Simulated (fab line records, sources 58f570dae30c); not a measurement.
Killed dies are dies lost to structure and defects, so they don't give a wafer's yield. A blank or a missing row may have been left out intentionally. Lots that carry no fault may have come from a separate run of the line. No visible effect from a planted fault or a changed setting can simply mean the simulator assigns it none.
fab line records :: flow berkeley-cmos170
record
  lots=7
  wafers=21
  last-day=16
route steps=331 shown GATE@137 PLDD@145
lots with no fault: from the same line, run without faults
start-h: the number of hours between the record's first day and the start of the first shown wafer of the lot :: wait-h: hours since the lot's step before :: " as in the row above :: L1.1+2: a single row standing in for several wafers :: - no value, or no start was given :: * or withheld: withheld :: < > ~ a bound
route shown NAME@n: NAME is a module with steps in the file, n the number in the route of the first one :: usual: the fault-free wafers' mean and standard deviation :: same: alike in all rows :: chamber/n: place in a boat :: sites: readings site by site :: _std_site: the standard deviation of these :: _edge_site: the outer-site mean with the inner-site mean subtracted :: radius-mm: for every site, how far away it sits from the centre of the wafer :: mask NAME#n: copy n :: behind: tool/chamber where the wafer was last shaped :: hold: why the lot went on hold/how many hours it stayed there/how the hold came to an end :: device: names the non-switching transistor (n, p or np) :: end of line: the same wafers' tests at the end of the route :: for a step that has no rows: nothing shown but its recipe :: killed: not the wafer's yield, but the dies lost to structure and defects at the first sort :: map: per-die view of a wafer (x killed, . not killed, _ where there is no die)
set.NAME: setting as actually run; set.NAME@STEP: the setting as run at that earlier step :: model.NAME: the simulator's own value behind a step, which no gauge read
certain route steps with their lots: each step a table, each wafer a row
services: when a tool's chamber went out of use (start-h, in hours from the record's first day, below 0 if earlier), for how many hours, and the reason
## steps
# step UCB170_GATE_DEVELOP_11
# recipe
  developer=TMAH
  develop-time-s=45
  resist=KrF
  dev-temp-c=21
# step UCB170_GATE_CD_MEAS_12
# recipe
  target-cd-nm=350
# usual
  cd-nm=350.2/1.5
lot.wafer: L281.3
tool: cd-sem-01
chamber: -
start-h: 150.75
wait-h: -
cd-nm: 350.9

lot.wafer: L281.5
tool: cd-sem-01
chamber: -
start-h: 150.75
wait-h: -
cd-nm: 350.5

lot.wafer: L281.6
tool: cd-sem-01
chamber: -
start-h: 150.75
wait-h: -
cd-nm: 350.8

lot.wafer: L297.1
tool: cd-sem-01
chamber: -
start-h: 220.77
wait-h: -
cd-nm: 351.5

lot.wafer: L297.3
tool: cd-sem-01
chamber: -
start-h: 220.77
wait-h: -
cd-nm: 352.0

lot.wafer: L297.6
tool: cd-sem-01
chamber: -
start-h: 220.77
wait-h: -
cd-nm: 352.0

lot.wafer: L294.3
tool: cd-sem-02
chamber: -
start-h: 220.89
wait-h: -
cd-nm: 351.8

lot.wafer: L294.5
tool: cd-sem-02
chamber: -
start-h: 220.89
wait-h: -
cd-nm: 350.2

lot.wafer: L294.6
tool: cd-sem-02
chamber: -
start-h: 220.89
wait-h: -
cd-nm: 349.8

lot.wafer: L300.3
tool: cd-sem-01
chamber: -
start-h: 243.54
wait-h: -
cd-nm: 351.1

lot.wafer: L300.4
tool: cd-sem-01
chamber: -
start-h: 243.54
wait-h: -
cd-nm: 349.9

lot.wafer: L300.5
tool: cd-sem-01
chamber: -
start-h: 243.54
wait-h: -
cd-nm: 349.4

lot.wafer: L299.3
tool: cd-sem-01
chamber: -
start-h: 244.02
wait-h: -
cd-nm: 353.1

lot.wafer: L299.4
tool: cd-sem-01
chamber: -
start-h: 244.02
wait-h: -
cd-nm: 353.2

lot.wafer: L299.6
tool: cd-sem-01
chamber: -
start-h: 244.02
wait-h: -
cd-nm: 353.5

lot.wafer: L302.2
tool: cd-sem-01
chamber: -
start-h: 253.85
wait-h: -
cd-nm: 348.9

lot.wafer: L302.4
tool: cd-sem-01
chamber: -
start-h: 253.85
wait-h: -
cd-nm: 349.3

lot.wafer: L302.5
tool: cd-sem-01
chamber: -
start-h: 253.85
wait-h: -
cd-nm: 348.6

lot.wafer: L304.2
tool: cd-sem-01
chamber: -
start-h: 273.56
wait-h: -
cd-nm: 350.3

lot.wafer: L304.4
tool: cd-sem-01
chamber: -
start-h: 273.56
wait-h: -
cd-nm: 349.4

lot.wafer: L304.6
tool: cd-sem-01
chamber: -
start-h: 273.56
wait-h: -
cd-nm: 348.4
# step UCB170_GATE_OVL_MEAS_13
# usual
  GATE_OVL=-5/6.8
lot.wafer: L281.3
tool: overlay-01
chamber: -
start-h: 150.85
wait-h: 0.1
GATE_OVL[nm]: 6

lot.wafer: L281.5
tool: overlay-01
chamber: -
start-h: 150.85
wait-h: 0.1
GATE_OVL[nm]: 6

lot.wafer: L281.6
tool: overlay-01
chamber: -
start-h: 150.85
wait-h: 0.1
GATE_OVL[nm]: 4

lot.wafer: L297.1
tool: overlay-02
chamber: -
start-h: 220.89
wait-h: 0.1
GATE_OVL[nm]: 3

lot.wafer: L297.3
tool: overlay-02
chamber: -
start-h: 220.89
wait-h: 0.1
GATE_OVL[nm]: -1

lot.wafer: L297.6
tool: overlay-02
chamber: -
start-h: 220.89
wait-h: 0.1
GATE_OVL[nm]: -3

lot.wafer: L294.3
tool: overlay-01
chamber: -
start-h: 220.99
wait-h: 0.1
GATE_OVL[nm]: -14

lot.wafer: L294.5
tool: overlay-01
chamber: -
start-h: 220.99
wait-h: 0.1
GATE_OVL[nm]: -8

lot.wafer: L294.6
tool: overlay-01
chamber: -
start-h: 220.99
wait-h: 0.1
GATE_OVL[nm]: -3

lot.wafer: L300.3
tool: overlay-02
chamber: -
start-h: 243.63
wait-h: 0.1
GATE_OVL[nm]: 8

lot.wafer: L300.4
tool: overlay-02
chamber: -
start-h: 243.63
wait-h: 0.1
GATE_OVL[nm]: 2

lot.wafer: L300.5
tool: overlay-02
chamber: -
start-h: 243.63
wait-h: 0.1
GATE_OVL[nm]: 3

lot.wafer: L299.3
tool: overlay-02
chamber: -
start-h: 244.11
wait-h: 0.1
GATE_OVL[nm]: -1

lot.wafer: L299.4
tool: overlay-02
chamber: -
start-h: 244.11
wait-h: 0.1
GATE_OVL[nm]: -3

lot.wafer: L299.6
tool: overlay-02
chamber: -
start-h: 244.11
wait-h: 0.1
GATE_OVL[nm]: -7

lot.wafer: L302.2
tool: overlay-01
chamber: -
start-h: 253.96
wait-h: 0.1
GATE_OVL[nm]: 6

lot.wafer: L302.4
tool: overlay-01
chamber: -
start-h: 253.96
wait-h: 0.1
GATE_OVL[nm]: 4

lot.wafer: L302.5
tool: overlay-01
chamber: -
start-h: 253.96
wait-h: 0.1
GATE_OVL[nm]: 12

lot.wafer: L304.2
tool: overlay-01
chamber: -
start-h: 273.67
wait-h: 0.1
GATE_OVL[nm]: -4

lot.wafer: L304.4
tool: overlay-01
chamber: -
start-h: 273.67
wait-h: 0.1
GATE_OVL[nm]: 2

lot.wafer: L304.6
tool: overlay-01
chamber: -
start-h: 273.67
wait-h: 0.1
GATE_OVL[nm]: 4
# step UCB170_GATE_ETCH_14
# recipe
  chemistry=N2/H2
  target-depth-a=withheld
  overetch-a=withheld
  target=BARC
  time-s=withheld
  source-w=500
  bias-w=100
  pressure-mtorr=30
  n2-flow-sccm=100
  h2-flow-sccm=200
# usual
  drypump-motor-current-A=5.8/0.51
  oes-product-au=1.001/0.018
  throttle-valve-pct=13.22/0.14
lot.wafer: L281.3
tool: rie-diel-02
chamber: 1
start-h: 150.87
wait-h: 0.0
drypump-motor-current-A: 5.9
oes-product-au: 1.001
throttle-valve-pct: 13.22

lot.wafer: L281.5
tool: rie-diel-02
chamber: 3
start-h: 150.87
wait-h: 0.0
drypump-motor-current-A: 6.0
oes-product-au: 1.029
throttle-valve-pct: 13.05

lot.wafer: L281.6
tool: rie-diel-02
chamber: 2
start-h: 150.87
wait-h: 0.0
drypump-motor-current-A: 5.2
oes-product-au: 1.008
throttle-valve-pct: 13.09

lot.wafer: L297.1
tool: rie-diel-01
chamber: 3
start-h: 220.93
wait-h: 0.0
drypump-motor-current-A: 5.8
oes-product-au: 1.007
throttle-valve-pct: 13.23

lot.wafer: L297.3
tool: rie-diel-01
chamber: 0
start-h: 220.93
wait-h: 0.0
drypump-motor-current-A: 5.9
oes-product-au: 1.035
throttle-valve-pct: 13.16

lot.wafer: L297.6
tool: rie-diel-01
chamber: 0
start-h: 220.93
wait-h: 0.0
drypump-motor-current-A: 5.9
oes-product-au: 1.035
throttle-valve-pct: 13.15

lot.wafer: L294.3
tool: rie-diel-02
chamber: 1
start-h: 221.01
wait-h: 0.0
drypump-motor-current-A: 5.9
oes-product-au: 1.001
throttle-valve-pct: 13.24

lot.wafer: L294.5
tool: rie-diel-02
chamber: 1
start-h: 221.01
wait-h: 0.0
drypump-motor-current-A: 5.9
oes-product-au: 0.994
throttle-valve-pct: 13.24

lot.wafer: L294.6
tool: rie-diel-02
chamber: 2
start-h: 221.01
wait-h: 0.0
drypump-motor-current-A: 5.2
oes-product-au: 1.003
throttle-valve-pct: 13.06

lot.wafer: L300.3
tool: rie-diel-01
chamber: 2
start-h: 243.66
wait-h: 0.0
drypump-motor-current-A: 5.5
oes-product-au: 1.015
throttle-valve-pct: 13.27

lot.wafer: L300.4
tool: rie-diel-01
chamber: 0
start-h: 243.66
wait-h: 0.0
drypump-motor-current-A: 5.9
oes-product-au: 1.042
throttle-valve-pct: 13.15

lot.wafer: L300.5
tool: rie-diel-01
chamber: 1
start-h: 243.66
wait-h: 0.0
drypump-motor-current-A: 5.4
oes-product-au: 0.991
throttle-valve-pct: 13.37

lot.wafer: L299.3
tool: rie-diel-04
chamber: 3
start-h: 244.14
wait-h: 0.0
drypump-motor-current-A: 6.6
oes-product-au: 0.977
throttle-valve-pct: 12.97

lot.wafer: L299.4
tool: rie-diel-04
chamber: 1
start-h: 244.14
wait-h: 0.0
drypump-motor-current-A: 5.2
oes-product-au: 0.986
throttle-valve-pct: 13.33

lot.wafer: L299.6
tool: rie-diel-04
chamber: 2
start-h: 244.14
wait-h: 0.0
drypump-motor-current-A: 5.9
oes-product-au: 0.981
throttle-valve-pct: 13.36

lot.wafer: L302.2
tool: rie-diel-04
chamber: 1
start-h: 253.99
wait-h: 0.0
drypump-motor-current-A: 5.2
oes-product-au: 1.011
throttle-valve-pct: 13.34

lot.wafer: L302.4
tool: rie-diel-04
chamber: 0
start-h: 253.99
wait-h: 0.0
drypump-motor-current-A: 6.7
oes-product-au: 0.969
throttle-valve-pct: 13.35

lot.wafer: L302.5
tool: rie-diel-04
chamber: 0
start-h: 253.99
wait-h: 0.0
drypump-motor-current-A: 6.7
oes-product-au: 0.967
throttle-valve-pct: 13.36

lot.wafer: L304.2
tool: rie-diel-04
chamber: 3
start-h: 273.70
wait-h: 0.0
drypump-motor-current-A: 6.6
oes-product-au: 0.982
throttle-valve-pct: 12.98

lot.wafer: L304.4
tool: rie-diel-04
chamber: 2
start-h: 273.70
wait-h: 0.0
drypump-motor-current-A: 5.9
oes-product-au: 0.984
throttle-valve-pct: 13.34

lot.wafer: L304.6
tool: rie-diel-04
chamber: 0
start-h: 273.70
wait-h: 0.0
drypump-motor-current-A: 6.7
oes-product-au: 0.976
throttle-valve-pct: 13.36
# step UCB170_GATE_ETCH_15
# recipe
  chemistry=HBr/Cl2
  target=poly-Si
  stop-on=SiO2
  over-etch-frac=0.3
  icp-w=300
  bias-w=150
  time-s=56.3
  pressure-mtorr=15
  HBr_flow_sccm=150
  Cl2_flow_sccm=50
  target-depth-a=2782
# usual
  drypump-motor-current-A=5.7/0.41
  oes-product-au=0.831/0.013
  throttle-valve-pct=26.32/0.25
# same
  over-etch-frac=0.3
lot.wafer: L281.3
tool: rie-si-01
chamber: 3
start-h: 150.91
wait-h: -
drypump-motor-current-A: 6.0
oes-product-au: 0.827
rf-hours-counter-h: 0
throttle-valve-pct: 26.57

lot.wafer: L281.5
tool: rie-si-01
chamber: 1
start-h: 150.91
wait-h: -
drypump-motor-current-A: 5.5
oes-product-au: 0.826
rf-hours-counter-h: -
throttle-valve-pct: 26.20

lot.wafer: L281.6
tool: rie-si-01
chamber: 0
start-h: 150.91
wait-h: -
drypump-motor-current-A: 5.6
oes-product-au: 0.830
rf-hours-counter-h: -
throttle-valve-pct: 25.95

lot.wafer: L297.1
tool: rie-si-02
chamber: 3
start-h: 220.97
wait-h: -
drypump-motor-current-A: 5.8
oes-product-au: 0.836
rf-hours-counter-h: 32
throttle-valve-pct: 26.29

lot.wafer: L297.3
tool: rie-si-02
chamber: 2
start-h: 220.97
wait-h: -
drypump-motor-current-A: 5.5
oes-product-au: 0.844
rf-hours-counter-h: 37
throttle-valve-pct: 26.52

lot.wafer: L297.6
tool: rie-si-02
chamber: 1
start-h: 220.97
wait-h: -
drypump-motor-current-A: 5.5
oes-product-au: 0.839
rf-hours-counter-h: -
throttle-valve-pct: 26.26

lot.wafer: L294.3
tool: rie-si-01
chamber: 0
start-h: 221.05
wait-h: -
drypump-motor-current-A: 5.6
oes-product-au: 0.842
rf-hours-counter-h: 57
throttle-valve-pct: 25.94

lot.wafer: L294.5
tool: rie-si-01
chamber: 2
start-h: 221.05
wait-h: -
drypump-motor-current-A: 5.0
oes-product-au: 0.841
rf-hours-counter-h: -
throttle-valve-pct: 26.81

lot.wafer: L294.6
tool: rie-si-01
chamber: 1
start-h: 221.05
wait-h: -
drypump-motor-current-A: 5.5
oes-product-au: 0.832
rf-hours-counter-h: -
throttle-valve-pct: 26.21

lot.wafer: L300.3
tool: rie-si-02
chamber: 2
start-h: 243.70
wait-h: -
drypump-motor-current-A: 5.4
oes-product-au: 0.857
rf-hours-counter-h: 37
throttle-valve-pct: 26.51

lot.wafer: L300.4
tool: rie-si-02
chamber: 0
start-h: 243.70
wait-h: -
drypump-motor-current-A: 6.6
oes-product-au: 0.814
rf-hours-counter-h: 64
throttle-valve-pct: 26.15

lot.wafer: L300.5
tool: rie-si-02
chamber: 3
start-h: 243.70
wait-h: -
drypump-motor-current-A: 5.8
oes-product-au: 0.838
rf-hours-counter-h: -
throttle-valve-pct: 26.30

lot.wafer: L299.3
tool: rie-si-02
chamber: 1
start-h: 244.18
wait-h: -
drypump-motor-current-A: 5.5
oes-product-au: 0.835
rf-hours-counter-h: 62
throttle-valve-pct: 26.26

lot.wafer: L299.4
tool: rie-si-02
chamber: 0
start-h: 244.18
wait-h: -
drypump-motor-current-A: 6.6
oes-product-au: 0.813
rf-hours-counter-h: 64
throttle-valve-pct: 26.15

lot.wafer: L299.6
tool: rie-si-02
chamber: 3
start-h: 244.18
wait-h: -
drypump-motor-current-A: 5.8
oes-product-au: 0.838
rf-hours-counter-h: -
throttle-valve-pct: 26.30

lot.wafer: L302.2
tool: rie-si-02
chamber: 1
start-h: 254.03
wait-h: -
drypump-motor-current-A: 5.5
oes-product-au: 0.843
rf-hours-counter-h: 62
throttle-valve-pct: 26.25

lot.wafer: L302.4
tool: rie-si-02
chamber: 3
start-h: 254.03
wait-h: -
drypump-motor-current-A: 5.8
oes-product-au: 0.844
rf-hours-counter-h: 32
throttle-valve-pct: 26.31

lot.wafer: L302.5
tool: rie-si-02
chamber: 3
start-h: 254.03
wait-h: -
drypump-motor-current-A: 5.8
oes-product-au: 0.845
rf-hours-counter-h: -
throttle-valve-pct: 26.30

lot.wafer: L304.2
tool: rie-si-01
chamber: 3
start-h: 273.74
wait-h: -
drypump-motor-current-A: 6.0
oes-product-au: 0.814
rf-hours-counter-h: 1
throttle-valve-pct: 26.57

lot.wafer: L304.4
tool: rie-si-01
chamber: 0
start-h: 273.74
wait-h: -
drypump-motor-current-A: 5.6
oes-product-au: 0.831
rf-hours-counter-h: 57
throttle-valve-pct: 25.93

lot.wafer: L304.6
tool: rie-si-01
chamber: 0
start-h: 273.74
wait-h: -
drypump-motor-current-A: 5.6
oes-product-au: 0.830
rf-hours-counter-h: -
throttle-valve-pct: 25.95
# step UCB170_GATE_STRIP_16
# recipe
  chemistry=O2
  power-w=400
  pressure-mtorr=3500
  platen-temp-c=withheld
  o2-flow-sccm=400
  overash-fraction=0.5
# usual
  drypump-motor-current-A=5.8/0.43
  oes-product-au=0.724/0.0046
lot.wafer: L281.3
tool: plasma-asher-01
chamber: 1
start-h: 150.99
wait-h: 0.1
drypump-motor-current-A: 6.1
oes-product-au: 0.718
rf-hours-counter-h: -

lot.wafer: L281.5
tool: plasma-asher-01
chamber: 1
start-h: 150.99
wait-h: 0.1
drypump-motor-current-A: 6.1
oes-product-au: 0.724
rf-hours-counter-h: -

lot.wafer: L281.6
tool: plasma-asher-01
chamber: 0
start-h: 150.99
wait-h: 0.1
drypump-motor-current-A: 6.5
oes-product-au: 0.718
rf-hours-counter-h: -

lot.wafer: L297.1
tool: plasma-asher-01
chamber: 1
start-h: 221.02
wait-h: 0.0
drypump-motor-current-A: 6.1
oes-product-au: 0.720
rf-hours-counter-h: 10

lot.wafer: L297.3
tool: plasma-asher-01
chamber: 0
start-h: 221.02
wait-h: 0.0
drypump-motor-current-A: 6.5
oes-product-au: 0.722
rf-hours-counter-h: -

lot.wafer: L297.6
tool: plasma-asher-01
chamber: 0
start-h: 221.02
wait-h: 0.0
drypump-motor-current-A: 6.5
oes-product-au: 0.715
rf-hours-counter-h: -

lot.wafer: L294.3
tool: plasma-asher-04
chamber: 0
start-h: 221.13
wait-h: 0.1
drypump-motor-current-A: 6.1
oes-product-au: 0.720
rf-hours-counter-h: -

lot.wafer: L294.5
tool: plasma-asher-04
chamber: 1
start-h: 221.13
wait-h: 0.1
drypump-motor-current-A: 5.3
oes-product-au: 0.724
rf-hours-counter-h: -

lot.wafer: L294.6
tool: plasma-asher-04
chamber: 0
start-h: 221.13
wait-h: 0.1
drypump-motor-current-A: 6.1
oes-product-au: 0.721
rf-hours-counter-h: -

lot.wafer: L300.3
tool: plasma-asher-04
chamber: 0
start-h: 243.78
wait-h: 0.1
drypump-motor-current-A: 6.1
oes-product-au: 0.724
rf-hours-counter-h: -

lot.wafer: L300.4
tool: plasma-asher-04
chamber: 1
start-h: 243.78
wait-h: 0.1
drypump-motor-current-A: 5.3
oes-product-au: 0.719
rf-hours-counter-h: -

lot.wafer: L300.5
tool: plasma-asher-04
chamber: 1
start-h: 243.78
wait-h: 0.1
drypump-motor-current-A: 5.3
oes-product-au: 0.724
rf-hours-counter-h: -

lot.wafer: L299.3
tool: plasma-asher-04
chamber: 0
start-h: 244.26
wait-h: 0.1
drypump-motor-current-A: 6.1
oes-product-au: 0.729
rf-hours-counter-h: -

lot.wafer: L299.4
tool: plasma-asher-04
chamber: 1
start-h: 244.26
wait-h: 0.1
drypump-motor-current-A: 5.3
oes-product-au: 0.724
rf-hours-counter-h: -

lot.wafer: L299.6
tool: plasma-asher-04
chamber: 1
start-h: 244.26
wait-h: 0.1
drypump-motor-current-A: 5.3
oes-product-au: 0.725
rf-hours-counter-h: -

lot.wafer: L302.2
tool: plasma-asher-04
chamber: 0
start-h: 254.08
wait-h: 0.0
drypump-motor-current-A: 6.1
oes-product-au: 0.722
rf-hours-counter-h: 51

lot.wafer: L302.4
tool: plasma-asher-04
chamber: 0
start-h: 254.08
wait-h: 0.0
drypump-motor-current-A: 6.1
oes-product-au: 0.727
rf-hours-counter-h: -

lot.wafer: L302.5
tool: plasma-asher-04
chamber: 0
start-h: 254.08
wait-h: 0.0
drypump-motor-current-A: 6.1
oes-product-au: 0.722
rf-hours-counter-h: -

lot.wafer: L304.2
tool: plasma-asher-04
chamber: 1
start-h: 273.79
wait-h: 0.0
drypump-motor-current-A: 5.3
oes-product-au: 0.720
rf-hours-counter-h: 54

lot.wafer: L304.4
tool: plasma-asher-04
chamber: 0
start-h: 273.79
wait-h: 0.0
drypump-motor-current-A: 6.1
oes-product-au: 0.725
rf-hours-counter-h: -

lot.wafer: L304.6
tool: plasma-asher-04
chamber: 1
start-h: 273.79
wait-h: 0.0
drypump-motor-current-A: 5.3
oes-product-au: 0.719
rf-hours-counter-h: -
# step UCB170_GATE_CD_MEAS_90
# recipe
  target-cd-nm=350
# usual
  cd-nm=350.2/1.5
lot.wafer: L281.3
tool: cd-sem-01
chamber: -
start-h: 151.10
wait-h: 0.1
cd-nm: 350.7

lot.wafer: L281.5
tool: cd-sem-01
chamber: -
start-h: 151.10
wait-h: 0.1
cd-nm: 350.8

lot.wafer: L281.6
tool: cd-sem-01
chamber: -
start-h: 151.10
wait-h: 0.1
cd-nm: 351.0

lot.wafer: L297.1
tool: cd-sem-01
chamber: -
start-h: 221.20
wait-h: 0.2
cd-nm: 352.3

lot.wafer: L297.3
tool: cd-sem-01
chamber: -
start-h: 221.20
wait-h: 0.2
cd-nm: 352.5

lot.wafer: L297.6
tool: cd-sem-01
chamber: -
start-h: 221.20
wait-h: 0.2
cd-nm: 352.1

lot.wafer: L294.3
tool: cd-sem-02
chamber: -
start-h: 221.27
wait-h: 0.1
cd-nm: 352.3

lot.wafer: L294.5
tool: cd-sem-02
chamber: -
start-h: 221.27
wait-h: 0.1
cd-nm: 350.6

lot.wafer: L294.6
tool: cd-sem-02
chamber: -
start-h: 221.27
wait-h: 0.1
cd-nm: 349.7

lot.wafer: L300.3
tool: cd-sem-01
chamber: -
start-h: 244.14
wait-h: 0.3
cd-nm: 350.4

lot.wafer: L300.4
tool: cd-sem-01
chamber: -
start-h: 244.14
wait-h: 0.3
cd-nm: 349.0

lot.wafer: L300.5
tool: cd-sem-01
chamber: -
start-h: 244.14
wait-h: 0.3
cd-nm: 348.7

lot.wafer: L299.3
tool: cd-sem-02
chamber: -
start-h: 244.48
wait-h: 0.2
cd-nm: 352.5

lot.wafer: L299.4
tool: cd-sem-02
chamber: -
start-h: 244.48
wait-h: 0.2
cd-nm: 352.6

lot.wafer: L299.6
tool: cd-sem-02
chamber: -
start-h: 244.48
wait-h: 0.2
cd-nm: 352.9

lot.wafer: L302.2
tool: cd-sem-01
chamber: -
start-h: 254.34
wait-h: 0.2
cd-nm: 348.8

lot.wafer: L302.4
tool: cd-sem-01
chamber: -
start-h: 254.34
wait-h: 0.2
cd-nm: 349.9

lot.wafer: L302.5
tool: cd-sem-01
chamber: -
start-h: 254.34
wait-h: 0.2
cd-nm: 348.5

lot.wafer: L304.2
tool: cd-sem-01
chamber: -
start-h: 273.91
wait-h: 0.1
cd-nm: 348.8

lot.wafer: L304.4
tool: cd-sem-01
chamber: -
start-h: 273.91
wait-h: 0.1
cd-nm: 349.3

lot.wafer: L304.6
tool: cd-sem-01
chamber: -
start-h: 273.91
wait-h: 0.1
cd-nm: 348.6
# step UCB170_GATE_CLEAN_17
# recipe
  chemistry=SPM
  temp-c=120
  time-s=600
# step UCB170_PLDD_HMDS_00
# recipe
  prime-time-s=60
  prime-temp-c=100
# step UCB170_PLDD_COAT_01
# recipe
  resist=KrF
  spin-rpm=1500
  resist-thk-nm=900
# step UCB170_PLDD_SOFTBAKE_02
# recipe
  resist=KrF
  temp-c=130
  time-s=60
# step UCB170_PLDD_EXPOSE_03
# recipe
  mask-id=PSELECT
  na=0.5
  sigma-outer=0.6
  source-shape=conventional
  target-cd-nm=1200
  dose-mj=29.72
# step UCB170_PLDD_PEB_04
# recipe
  peb-temp-c=130
  peb-time-s=withheld
  resist=KrF
# usual
  chill-plate-temp-C=23.00/0.091
  exhaust-pa=45.0/0.87
lot.wafer: L281.3
tool: litho-track-01
chamber: 0
start-h: 152.47
wait-h: 0.4
chill-plate-temp-C: 23.07
exhaust-pa: 45.2

lot.wafer: L281.5
tool: litho-track-01
chamber: 0
start-h: 152.47
wait-h: 0.4
chill-plate-temp-C: 23.01
exhaust-pa: 46.3

lot.wafer: L281.6
tool: litho-track-01
chamber: 0
start-h: 152.47
wait-h: 0.4
chill-plate-temp-C: 22.99
exhaust-pa: 45.7

lot.wafer: L294.3
tool: litho-track-04
chamber: -
start-h: 222.48
wait-h: 0.1
chill-plate-temp-C: -
exhaust-pa: -

lot.wafer: L294.5
tool: litho-track-04
chamber: -
start-h: 222.48
wait-h: 0.1
chill-plate-temp-C: -
exhaust-pa: -

lot.wafer: L294.6
tool: litho-track-04
chamber: -
start-h: 222.48
wait-h: 0.1
chill-plate-temp-C: -
exhaust-pa: -

lot.wafer: L297.1
tool: litho-track-01
chamber: -
start-h: 222.67
wait-h: 0.1
chill-plate-temp-C: -
exhaust-pa: -

lot.wafer: L297.3
tool: litho-track-01
chamber: -
start-h: 222.67
wait-h: 0.1
chill-plate-temp-C: -
exhaust-pa: -

lot.wafer: L297.6
tool: litho-track-01
chamber: -
start-h: 222.67
wait-h: 0.1
chill-plate-temp-C: -
exhaust-pa: -

lot.wafer: L300.3
tool: litho-track-01
chamber: -
start-h: 245.01
wait-h: 0.1
chill-plate-temp-C: -
exhaust-pa: -

lot.wafer: L300.4
tool: litho-track-01
chamber: -
start-h: 245.01
wait-h: 0.1
chill-plate-temp-C: -
exhaust-pa: -

lot.wafer: L300.5
tool: litho-track-01
chamber: -
start-h: 245.01
wait-h: 0.1
chill-plate-temp-C: -
exhaust-pa: -

lot.wafer: L299.3
tool: litho-track-04
chamber: 0
start-h: 245.63
wait-h: 0.1
chill-plate-temp-C: 22.89
exhaust-pa: 46.0

lot.wafer: L299.4
tool: litho-track-04
chamber: 0
start-h: 245.63
wait-h: 0.1
chill-plate-temp-C: 22.85
exhaust-pa: 45.9

lot.wafer: L299.6
tool: litho-track-04
chamber: 0
start-h: 245.63
wait-h: 0.1
chill-plate-temp-C: 22.87
exhaust-pa: 45.7

lot.wafer: L302.2
tool: litho-track-04
chamber: 0
start-h: 255.58
wait-h: 0.1
chill-plate-temp-C: 22.93
exhaust-pa: 43.9

lot.wafer: L302.4
tool: litho-track-04
chamber: 0
start-h: 255.58
wait-h: 0.1
chill-plate-temp-C: 22.98
exhaust-pa: 44.4

lot.wafer: L302.5
tool: litho-track-04
chamber: 0
start-h: 255.58
wait-h: 0.1
chill-plate-temp-C: 22.93
exhaust-pa: 44.0

lot.wafer: L304.2
tool: litho-track-04
chamber: 0
start-h: 274.77
wait-h: 0.1
chill-plate-temp-C: 22.97
exhaust-pa: 45.1

lot.wafer: L304.4
tool: litho-track-04
chamber: 0
start-h: 274.77
wait-h: 0.1
chill-plate-temp-C: 23.06
exhaust-pa: 44.9

lot.wafer: L304.6
tool: litho-track-04
chamber: 0
start-h: 274.77
wait-h: 0.1
chill-plate-temp-C: 22.94
exhaust-pa: 45.4
# step UCB170_PLDD_DEVELOP_05
# recipe
  developer=TMAH
  develop-time-s=45
  resist=KrF
  dev-temp-c=21
## services
tool: rie-diel-01
chamber: 2
start-h: 140.03
hours: -
kind: clean

tool: rie-diel-01
chamber: 2
start-h: 140.03
hours: 18.9
kind: scheduled-down

tool: rie-diel-01
chamber: 2
start-h: 140.03
hours: 18.9
kind: vent-cycle

tool: plasma-asher-01
chamber: -
start-h: 145.72
hours: 2.8
kind: pm

tool: rie-diel-01
chamber: 1
start-h: 150.52
hours: 4.1
kind: repair

tool: rie-diel-01
chamber: -
start-h: 158.96
hours: 0.2
kind: repair

tool: rie-diel-02
chamber: 3
start-h: 160.80
hours: 10.4
kind: repair

tool: rie-diel-02
chamber: 1
start-h: 166.13
hours: 30.1
kind: repair

tool: rie-diel-04
chamber: 3
start-h: 175.82
hours: -
kind: clean

tool: rie-diel-04
chamber: 3
start-h: 175.82
hours: 21.8
kind: scheduled-down

tool: rie-diel-04
chamber: 3
start-h: 175.82
hours: 21.8
kind: vent-cycle

tool: rie-si-01
chamber: 2
start-h: 179.58
hours: -
kind: clean

tool: rie-si-01
chamber: 2
start-h: 179.58
hours: 20.0
kind: scheduled-down

tool: rie-si-01
chamber: 2
start-h: 179.58
hours: 20.0
kind: vent-cycle

tool: rie-si-02
chamber: -
start-h: 180.36
hours: 2.8
kind: pm

tool: rie-diel-02
chamber: 1
start-h: 204.24
hours: 8.8
kind: repair

tool: rie-diel-01
chamber: -
start-h: 223.24
hours: 0.7
kind: repair

tool: plasma-asher-01
chamber: -
start-h: 241.71
hours: 39.7
kind: repair
## key
first-sign
  step=UCB170_PLDD_PEB_04
  reading=tool-record
  direction=missing
effect none on later readings
met-at UCB170_PLDD_PEB_04
struck-wafers L294.3,L294.5,L294.6,L297.1,L297.3,L297.6,L300.3,L300.4,L300.5
sort-left-out L294.3,L294.5,L294.6,L297.1,L297.3,L297.6,L300.3,L300.4,L300.5
tester-left-out L294,L297,L300
onset-between 152.47 222.48
fault
  kind=skipped-step-whole
  tool=litho-track-01,litho-track-04
  chamber=-
  onset-h=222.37
  steps=UCB170_PLDD_PEB_04
  scope=struck-lots-only
# tester-left-out: of these lots the tester's yield and bins aren't shown, on N5 and GAA mostly nor the transistor test; their killed dies are dies lost to structure and defects alone, not to doping, threshold or leakage, so they don't give the yield
# sort-left-out: the simulated sort isn't trusted on such a fault, so these wafers' sort isn't shown, and their yield isn't known
